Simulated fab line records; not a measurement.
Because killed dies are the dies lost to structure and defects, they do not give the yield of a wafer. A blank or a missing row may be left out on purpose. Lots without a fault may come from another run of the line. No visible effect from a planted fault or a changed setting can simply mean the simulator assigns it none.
Which of the tools did it? -- flow berkeley-cmos170 -- 7 lots, 21 wafers sampled, at 3 steps of a route of 331

## WHAT EACH GAUGE READ, for each wafer
UCB170_NVT_TW_MEAS_09.
lot,measured,on,NVT_TW
L263,day 6 18:46,film-metro-02,515 516 517
L262,day 6 18:46,film-metro-01,530 531 536
L266,day 7 00:34,film-metro-02,518 518 519
L267,day 8 00:12,film-metro-02,516 515 516
L270,day 8 01:01,film-metro-01,534 530 530
L274,day 8 07:50,film-metro-04,529 530 528
L281,day 10 08:31,film-metro-01,530 529 530

## TOOL THAT RAN EACH LOT (tool first, then ch and the chambers of the sampled wafers, then the start)
lot,UCB170_WELLDRIVE_OXIDATION_01,UCB170_NVT_STRIP_08
L263,"furnace-01 ch 0, day 4 08:02","plasma-asher-02 ch 0,1, day 6 18:39"
L262,"furnace-01 ch 0, day 4 08:02","plasma-asher-01 ch 0,1, day 6 18:40"
L266,"furnace-01 ch 0, day 4 15:32","plasma-asher-03 ch 0,1, day 7 00:28"
L267,"furnace-04 ch 0, day 5 08:25","plasma-asher-03 ch 0,1, day 8 00:07"
L270,"furnace-01 ch 0, day 5 13:28","plasma-asher-03 ch 0,1, day 8 00:56"
L274,"furnace-01 ch 0, day 6 01:00","plasma-asher-01 ch 1, day 8 07:44"
L281,"furnace-04 ch 0, day 7 17:31","plasma-asher-02 ch 0,1, day 10 08:25"
- UCB170_WELLDRIVE_OXIDATION_01: target thk 199 nm, ox time 9000 s.
- UCB170_NVT_STRIP_08: strips in O2.

## THE ANSWER, worked out from the rows above alone
Rule: the lots themselves supply what counts as usual. The widest of any qualifying gaps counts: lots, ordered by their means at a reading, are off when they make up no more than a third of the lots, leave a main group of 4 or more, and stand apart from it by 3 or more times the standard deviation of that group's means. If all means in a main group match to the digits the tables above print for the reading, that group is not used. Also off: a lot with no number at a reading for which 4 or more lots have one. Any other lot the step has rows for is counted as sound.
No lot is off at any reading shown: from this, nothing can be told.

## WHAT THE SIMULATOR HAD PUT IN
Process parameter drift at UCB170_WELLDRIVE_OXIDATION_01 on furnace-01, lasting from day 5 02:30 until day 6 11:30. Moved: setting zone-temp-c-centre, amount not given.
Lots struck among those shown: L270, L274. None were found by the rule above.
